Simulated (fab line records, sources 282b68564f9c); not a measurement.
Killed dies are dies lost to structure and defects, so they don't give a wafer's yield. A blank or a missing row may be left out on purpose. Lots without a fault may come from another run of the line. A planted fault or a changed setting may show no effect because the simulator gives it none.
Which tool did it? | flow rit_cmos | 15 lots, 45 wafers sampled, at 2 steps of a route of 202

WHAT THE GAUGES READ, wafer by wafer
The record holds no reading of a measuring or inspecting step that can be judged against a usual standard deviation.

WHICH TOOL RAN EACH LOT (tool, then ch and the chambers of the sampled wafers, then the start)
lot  | RIT_SPACER_CLEAN_00            | RIT_M1_PROBE_99
L403 | wet_bench-01 ch 3, day 2 19:37 | -
L404 | wet_bench-02 ch 1, day 3 01:36 | -
L405 | wet_bench-01 ch 2, day 3 06:56 | -
L408 | wet_bench-03 ch 1, day 3 20:25 | -
L410 | wet_bench-03 ch 1, day 4 07:47 | -
L412 | wet_bench-03 ch 3, day 4 20:36 | -
L413 | wet_bench-02 ch 3, day 4 21:35 | -
L414 | wet_bench-02 ch 0, day 5 04:17 | -
L415 | wet_bench-01 ch 1, day 5 10:58 | -
L417 | wet_bench-01 ch 0, day 5 19:23 | prober-01, day 6 09:33
L418 | wet_bench-01 ch 2, day 5 23:14 | -
L419 | wet_bench-02 ch 3, day 6 04:40 | prober-02, day 6 18:48
L420 | wet_bench-03 ch 2, day 6 08:34 | -
L425 | wet_bench-01 ch 3, day 7 08:58 | -
L426 | wet_bench-02 ch 3, day 7 14:54 | -
- RIT_SPACER_CLEAN_00: cleans in SC1, time 600 s.
- RIT_M1_PROBE_99

WHAT THE TOOLS THEMSELVES READ (means of the sampled wafers that have a number; where no wafer has one, the mark that the record gives instead)
RIT_SPACER_CLEAN_00.
lot  | tool         | bath_guard_temp_C (C) | bath_heat_duty_pct (%)
L403 | wet_bench-01 | 73.6                  | 13.7
L404 | wet_bench-02 | 75.0                  | 13.4
L405 | wet_bench-01 | 74.6                  | 18.1
L408 | wet_bench-03 | 74.3                  | 14.6
L410 | wet_bench-03 | 74.3                  | 13.1
L412 | wet_bench-03 | 74.7                  | 17.4
L413 | wet_bench-02 | 75.5                  | 15.0
L414 | wet_bench-02 | 75.3                  | 12.9
L415 | wet_bench-01 | 75.1                  | 17.6
L417 | wet_bench-01 | -                     | -
L418 | wet_bench-01 | -                     | -
L419 | wet_bench-02 | -                     | -
L420 | wet_bench-03 | 74.7                  | 14.8
L425 | wet_bench-01 | 73.6                  | 13.8
L426 | wet_bench-02 | 75.4                  | 14.7

RIT_M1_PROBE_99.
lot  | tool      | killed_at_M0_to_M3 | killed_at_contacts | killed_at_front_end | killed_dies | killed_open | killed_short
L417 | prober-01 | 0.0                | 0.0                | 9                   | 9           | 6.0         | 3.0
L419 | prober-02 | 0.0                | 0.0                | 5                   | 5           | 2.3         | 2.7

THE ANSWER, worked out from the rows above alone
Rule: what is usual is taken from the lots themselves. Put in order of their means at a reading, lots are off if they are a third of the lots or fewer, leave a main group of 4 or more, and stand apart from it by a gap of 3 or more times the standard deviation of the main group's means; of several such gaps the widest counts. A main group whose means are all the same, to the digits that the tables above print for the reading, isn't used. A lot without any number at a reading at which 4 lots or more have one is off too. The other lots that the step has rows for count as sound. The gauges are gone through in route order, then the tools' own readings, and for those a lot's mean is taken as printed above. The first step at which some lot is off is used, and at that step the reading that is off furthest; a lot without a number counts as furthest.
Off: L417, L418, L419, at RIT_SPACER_CLEAN_00 (bath_guard_temp_C). Without a number there: L417, L418, L419. The main group: mean 74.7 C, standard deviation 0.61.
A tool fits if, at that step or a process step before it, it ran every lot that is off, and no sound lot after the first of them. None of those tried fits.

WHAT THE SIMULATOR HAD PUT IN
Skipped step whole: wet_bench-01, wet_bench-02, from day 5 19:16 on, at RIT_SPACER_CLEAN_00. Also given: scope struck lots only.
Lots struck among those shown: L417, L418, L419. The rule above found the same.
